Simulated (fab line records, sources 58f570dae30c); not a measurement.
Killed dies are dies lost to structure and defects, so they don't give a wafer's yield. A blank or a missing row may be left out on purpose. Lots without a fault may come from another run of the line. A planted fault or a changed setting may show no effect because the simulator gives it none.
One fault seen from 2 desks | flow berkeley_cmos170 | each desk has only its own numbers; what lay behind them comes last

THE TOOL OWNER'S DESK: implanter-03
The tool's own readings at UCB170_NSD_IMPLANT_08: means of the sampled wafers that have a number, for each lot that ran on this tool. A lot is out of limits, marked OUT, if its mean lies more than 4 standard deviations from the usual mean; the brackets give that distance.
Columns: A = beam_on_s at UCB170_NSD_IMPLANT_08, usual 10.00 s; B = faraday_current_uA at UCB170_NSD_IMPLANT_08, usual 9172
lot  | first seen here | A              | B
L165 | day 6 22:04     | 9.88           | 9261
L171 | day 8 12:28     | 10.18          | 9029
L175 | day 9 13:47     | 9.97           | 9208
L179 | day 10 06:01    | 9.89           | 9298
L181 | day 10 12:59    | 7.81 (-11) OUT | 11758 (+14) OUT
L185 | day 11 07:18    | 7.55 (-12) OUT | 12131 (+16) OUT
This desk's finding: out of limits on L181, L185; first on L181, day 10 12:59 (beam_on_s at UCB170_NSD_IMPLANT_08). In limits: L165, L171, L175, L179.

THE METROLOGY DESK
What the gauges read, lot by lot, whatever tool the lot ran on: means of the sampled wafers that have a number. A lot is out of limits, marked OUT, if its mean lies more than 4 standard deviations from the usual mean; the brackets give that distance.
Columns: A = PLDD_OVL at UCB170_PLDD_OVL_MEAS_07, usual -3 nm; B = cd_nm at UCB170_NSD_CD_MEAS_06, usual 1199.6 nm; C = NSD_TW at UCB170_NSD_TW_MEAS_10, usual 4206; D = NSD_RS at UCB170_SDANNEAL_RS_MEAS_03, usual 37.42 ohm/sq
lot  | first seen here | A   | B      | C               | D
L164 | day 6 07:53     | 1   | 1198.2 | 4187            | 37.33
L166 | day 6 08:17     | 2   | 1201.1 | 4245            | 37.23
L165 | day 6 08:22     | -6  | 1196.0 | 4186            | 37.51
L168 | day 7 05:52     | 1   | 1198.1 | 4221            | 37.42
L169 | day 7 06:08     | -1  | 1199.5 | 4221            | 37.48
L171 | day 7 20:59     | -4  | 1197.9 | 4231            | 37.45
L170 | day 7 21:22     | 3   | 1200.1 | 4173            | 37.53
L173 | day 8 15:31     | -6  | 1201.0 | 4261            | 37.30
L175 | day 9 04:16     | -11 | 1202.3 | 4197            | 37.53
L179 | day 9 17:37     | -4  | 1198.6 | 4243            | 37.41
L178 | day 9 18:12     | 0   | 1198.2 | 4253            | 37.34
L181 | day 9 23:49     | -7  | 1199.5 | 4060 (-4.4) OUT | 42.92 (+60) OUT
L185 | day 10 20:34    | -4  | 1199.7 | 4041 (-5.0) OUT | 42.99 (+61) OUT
L186 | day 11 06:32    | -8  | 1199.5 | 4183            | 37.42
This desk's finding: out of limits on L181, L185; first on L181, day 10 13:14 (NSD_TW at UCB170_NSD_TW_MEAS_10). In limits: L164, L166, L165, L168, L169, L171, L170, L173, L175, L179, L178, L186.

PUT TOGETHER
The tool owner's desk could have raised an alarm at day 10 12:59, on L181, L185.
The metrology desk could have raised an alarm at day 10 13:14, on L181, L185.
Of the lots named, all ran UCB170_NSD_IMPLANT_08 on implanter-03.

WHAT THE SIMULATOR HAD PUT IN
Process parameter drift: implanter-03, from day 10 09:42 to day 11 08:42, at UCB170_NSD_IMPLANT_08. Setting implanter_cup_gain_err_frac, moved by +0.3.
Lots struck among those shown: L181, L185.
Hours from the fault's start to each desk's first reading out of limits: the tool owner's desk, 3; the metrology desk, 4.
